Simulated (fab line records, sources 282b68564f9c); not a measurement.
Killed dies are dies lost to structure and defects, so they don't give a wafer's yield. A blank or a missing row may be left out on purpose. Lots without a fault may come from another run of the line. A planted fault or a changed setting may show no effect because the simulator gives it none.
fab line records | flow rit_cmos
record lots=15 wafers=45 last_day=7
route steps=202 shown CONTACT@174
lots that met no fault: from a run of the same line without faults
start_h: hours from the record's first day to the start of the lot's first wafer shown | wait_h: hours since the lot's step before | " the same as in the row above | L1.1+2: a row that stands for several wafers | - no value, or no start given | * or withheld: withheld | < > ~ a bound
route shown NAME@n: a module of which the file shows steps, and the number in the route of the first | usual: mean/standard deviation of fault-free wafers | same: alike in all rows | chamber/n: place in a boat | sites: the reading at each site | _std_site: their standard deviation | _edge_site: outer sites' mean less inner sites' | radius_mm: how far each site lies from the wafer's centre | mask NAME#n: copy n | behind: the tool/chamber that last shaped the wafer | hold: why the lot was held/for how many hours/how that ended | device: the transistor (n, p or np) that didn't switch | end of line: the same wafers' tests at the end of the route | a step without rows: its recipe alone | killed: dies lost to structure and defects at the first sort, not the wafer's yield | map: a wafer's dies, x killed, . not, _ none there
set.NAME: the setting as run; set.NAME@STEP: as run at that earlier step | model.NAME: the simulator's own value behind a step, which no gauge read
steps of the route over a sample of lots; a table a step, a row a wafer
## steps
# step RIT_CONTACT_PEB_06
# recipe resist=NOVOLAK temp_c=withheld time_s=withheld
# usual chill_plate_temp_C=* exhaust_pa=45.0/0.9
# columns lot.wafer tool chamber start_h wait_h chill_plate_temp_C exhaust_pa
L970.2 litho_track-02 0 50.90 0.1 * 44.6
L970.4 " 0 " " * 42.4
L970.5 " 0 " " * 43.8
L971.1 litho_track-02 0 58.28 0.1 * 46.0
L971.4 " 0 " " * 44.2
L971.6 " 0 " " * 44.3
L972.1 litho_track-01 0 62.73 0.1 * 45.3
L972.4 " 0 " " * 46.2
L972.6 " 0 " " * 44.2
L973.1 litho_track-03 0 67.38 0.1 * 45.3
L973.4 " 0 " " * 45.7
L973.6 " 0 " " * 44.6
L974.2 litho_track-02 0 72.66 0.1 * 45.0
L974.3 " 0 " " * 45.5
L974.4 " 0 " " * 45.3
L975.1 litho_track-03 0 79.82 0.1 * 45.2
L975.3 " 0 " " * 45.2
L975.4 " 0 " " * 45.9
L976.1 litho_track-01 0 82.67 0.1 * 43.6
L976.2 " 0 " " * 43.8
L976.3 " 0 " " * 45.6
L979.3 litho_track-03 0 98.84 0.1 * 44.5
L979.4 " 0 " " * 45.4
L979.6 " 0 " " * 44.6
L980.1 litho_track-01 0 101.36 0.1 * 45.8
L980.3 " 0 " " * 44.3
L980.6 " 0 " " * 45.4
L981.4 litho_track-01 0 106.41 0.1 * 46.0
L981.5 " 0 " " * 44.6
L981.6 " 0 " " * 46.5
L983.4 litho_track-03 0 117.30 0.1 * 45.5
L983.5 " 0 " " * 45.8
L983.6 " 0 " " * 45.0
L984.1 litho_track-03 0 122.41 0.1 * 44.4
L984.2 " 0 " " * 43.5
L984.3 " 0 " " * 43.1
L991.2 litho_track-01 - 158.61 0.1 - -
L991.4 " - " " - -
L991.5 " - " " - -
L992.1 litho_track-03 - 163.16 0.1 - -
L992.5 " - " " - -
L992.6 " - " " - -
L993.2 litho_track-01 - 168.89 0.1 - -
L993.3 " - " " - -
L993.4 " - " " - -
## key
first_sign step=RIT_CONTACT_PEB_06 reading=tool_record direction=missing
effect none on later readings
met_at RIT_CONTACT_PEB_06
struck_lots L991,L992,L993
sort_left_out L991.2,L991.4,L991.5,L992.1,L992.5,L992.6,L993.2,L993.3,L993.4
tester_left_out L991,L992,L993
onset_between 122.41 158.61
fault kind=skipped_step_whole tool=litho_track-01,litho_track-03 chamber=- onset_h=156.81 steps=RIT_CONTACT_PEB_06 scope=struck_lots_only
# tester_left_out: of these lots the tester's yield and bins aren't shown, on N5 and GAA mostly nor the transistor test; their killed dies are dies lost to structure and defects alone, not to doping, threshold or leakage, so they don't give the yield
# sort_left_out: the simulated sort isn't trusted on such a fault, so these wafers' sort isn't shown, and their yield isn't known
